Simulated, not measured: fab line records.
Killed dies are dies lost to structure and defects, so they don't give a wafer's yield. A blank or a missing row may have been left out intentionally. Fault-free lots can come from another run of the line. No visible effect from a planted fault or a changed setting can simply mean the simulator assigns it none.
A struck lot beside a sound one || flow ritCmos || 16 out of 202 route steps
Sound: the wafers L501.1, L501.3, L501.5. The struck wafers were L503.4, L503.5, L503.6. The cause is named last.
Per side, at each step with rows, come the tool, then ch with its chambers, and then its first start. Under that, the readings that differ: sound wafers || struck wafers || difference of the means || sigmas: that difference in standard deviations of wafers without a fault.
alike: words and numbers the same on both sides, and readings whose means are apart by under 2 such deviations; not compared: readings that were withheld, readings missing a value for some wafer, numbers with overlapping values and no deviation given by the record, and bounds like >300 which may hide the same value.
A row with sigmas, a row that says differs or no value, or rows on one side alone: a step with any of these is where the two part. When numbers do not overlap yet have no deviation, they are printed without sigmas and do not part them. A reading that every wafer of one side lacks parts them only if that side has two wafers or more.

first, 1 step without rows for these wafers: RIT_PRETRO_DEVELOP_05 (develop time 68 s).
RIT_PRETRO_OVL_MEAS_06:
  struck on overlay-02, day 3 16:44; sound on overlay-02, day 3 04:47
  alike: PRETRO_OVL
then, 2 steps without rows for these wafers: RIT_PRETRO_HARDBAKE_07 (time 120 s); RIT_PRETRO_IMPLANT_08.
RIT_PRETRO_STRIP_09: strips in O2, time 180 s.
  sound on plasmaAsher-02 ch 1, day 3 05:13; struck on plasmaAsher-04 ch 0,1, day 3 17:17
  alike: drypumpMotorCurrentA
  not compared: rfHoursCounterH
RIT_PRETRO_TW_MEAS_10:
  struck on filmMetro-01, day 3 17:26; sound on filmMetro-02, day 3 05:23
  alike: PRETRO_TW
then, 5 steps without rows for these wafers: RIT_GATE_WET_ETCH_00 (etches SiO2 in BOE, target depth 56 nm, time 60 s); RIT_GATE_CLEAN_01 (cleans in SC1, time 600 s); RIT_GATE_CLEAN_02 (cleans in dHF, time 30.81 s); RIT_GATE_CLEAN_03 (cleans in SC2, time 600 s); RIT_GATE_CLEAN_04 (cleans in dHF, time 60 s).
RIT_FOX2_THK_MEAS_91:
  struck on filmMetro-01, day 3 17:56; sound on filmMetro-04, day 3 06:17
  alike: FIELD_OXIDE_LEFT_2_THK
RIT_GATE_OXIDATION_05: target thk 3 nm, ox time 270 s.
  sound on furnace-04 ch 0, day 3 06:58; struck on furnace-04 ch 0, day 3 19:02
{"reading": "model.SiO2_of_GATE_OXIDATION_05.thkNm (nm)", "sound": "3.011 2.978 3.035", "struck": "3.446 3.489 3.476", "difference": "+0.462", "sigmas": ""}
  alike: spikeTcCentreC
then, 1 step without rows for these wafers: RIT_GATE_ANNEAL_06 (time 600 s).
RIT_GATE_THK_MEAS_07:
  struck on filmMetro-02, day 3 20:37; sound on filmMetro-02, day 3 08:44
{"reading": "GATE_OXIDE_THK (nm)", "sound": "3.01 2.92 2.99", "struck": "3.46 3.42 3.46", "difference": "+0.47", "sigmas": "+7"}
  not compared: hold
RIT_M1_PROBE_99:
  sound wafers here have rows in the record (prober-01, day 4 09:02); struck ones have none

WHERE THEY PART
At RIT_GATE_THK_MEAS_07 first; at RIT_M1_PROBE_99 last (within this record only).

WHY: what had been put in by the simulator
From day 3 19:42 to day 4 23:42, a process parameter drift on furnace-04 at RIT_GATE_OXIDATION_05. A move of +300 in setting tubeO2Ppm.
